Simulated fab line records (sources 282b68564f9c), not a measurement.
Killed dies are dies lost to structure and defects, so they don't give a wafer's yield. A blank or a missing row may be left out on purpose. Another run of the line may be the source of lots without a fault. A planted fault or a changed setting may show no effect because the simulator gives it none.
2 desks looking at one fault || flow ritCmos || each desk holds nothing but its own numbers, with what lay behind them at the end

THE METROLOGY DESK
What the gauges read for every lot (on any tool): the sampled wafers with a number, averaged. A lot is out of limits, marked OUT, if its mean lies more than 4 standard deviations from the usual mean; the brackets give that distance.
Columns: A = PWELL_OVL at RIT_PWELL_OVL_MEAS_06, usual 0.6 nm
{"lot": "L732", "first seen here": "day 1 22:18", "A": -0.6}
{"lot": "L733", "first seen here": "day 2 02:55", "A": -0.7}
{"lot": "L735", "first seen here": "day 2 14:22", "A": 1.0}
{"lot": "L736", "first seen here": "day 2 19:39", "A": 1.2}
{"lot": "L737", "first seen here": "day 2 23:39", "A": 0.4}
{"lot": "L739", "first seen here": "day 3 10:00", "A": 2.6}
{"lot": "L740", "first seen here": "day 3 15:05", "A": -1.1}
{"lot": "L741", "first seen here": "day 3 19:46", "A": 0.2}
{"lot": "L742", "first seen here": "day 4 00:05", "A": -0.8}
{"lot": "L743", "first seen here": "day 4 05:12", "A": 1.5}
{"lot": "L748", "first seen here": "day 5 07:31", "A": -0.3}
{"lot": "L749", "first seen here": "day 5 10:56", "A": "362.5 (+99 or more) OUT"}
{"lot": "L750", "first seen here": "day 5 16:27", "A": "363.2 (+99 or more) OUT"}
{"lot": "L751", "first seen here": "day 5 21:55", "A": "363.6 (+99 or more) OUT"}
{"lot": "L752", "first seen here": "day 6 01:46", "A": "360.9 (+99 or more) OUT"}
{"lot": "L755", "first seen here": "day 6 18:16", "A": 0.6}
Finding of this desk: L749, L750, L751, L752 out of limits, first seen on L749 at day 5 10:56 (PWELL_OVL at RIT_PWELL_OVL_MEAS_06). L732, L733, L735, L736, L737, L739, L740, L741, L742, L743, L748, L755 stayed within limits.

AT THE TOOL OWNER'S DESK: ilineStepper-01
The tool's own readings at RIT_PWELL_EXPOSE_03 (exposes mask M3, target cd 43700 nm): means of the sampled wafers that have a number, for each lot that ran on this tool. A lot is out of limits, marked OUT, if its mean lies more than 4 standard deviations from the usual mean; the brackets give that distance.
Columns: A = focusOffsetNm at RIT_PWELL_EXPOSE_03, usual 0.1 nm; B = stageVelMmS at RIT_PWELL_EXPOSE_03, usual 500.0 mm/s
{"lot": "L735", "first seen here": "day 2 13:56", "A": 0.8, "B": 500.2}
{"lot": "L736", "first seen here": "day 2 19:14", "A": 0.3, "B": 500.0}
{"lot": "L739", "first seen here": "day 3 09:35", "A": -0.0, "B": 500.0}
{"lot": "L740", "first seen here": "day 3 14:40", "A": -0.5, "B": 500.0}
{"lot": "L742", "first seen here": "day 3 23:39", "A": 0.4, "B": 499.5}
{"lot": "L743", "first seen here": "day 4 04:31", "A": -0.2, "B": 499.9}
{"lot": "L748", "first seen here": "day 5 07:05", "A": -0.3, "B": 500.3}
{"lot": "L749", "first seen here": "day 5 10:32", "A": 0.4, "B": 500.3}
{"lot": "L750", "first seen here": "day 5 16:02", "A": -0.7, "B": 499.8}
{"lot": "L751", "first seen here": "day 5 21:28", "A": -0.2, "B": 500.3}
{"lot": "L752", "first seen here": "day 6 01:21", "A": -0.1, "B": 500.5}
This desk found nothing out of limits on any of the 11 lots.

BROUGHT TOGETHER
An alarm was possible from the metrology desk at day 5 10:56, on L749, L750, L751, L752.
The desk of the tool owner found nothing out of limits.
Tool owner's desk: L749, L750, L751, L752 on record, inside its limits.
On ilineStepper-01, each named lot ran RIT_PWELL_EXPOSE_03.

WHAT THE SIMULATOR HAD PUT IN
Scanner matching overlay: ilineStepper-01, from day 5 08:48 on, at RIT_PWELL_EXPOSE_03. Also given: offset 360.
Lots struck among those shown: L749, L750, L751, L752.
Time in hours between the start of the fault and the first out-of-limits reading at each desk: metrology desk, 2.
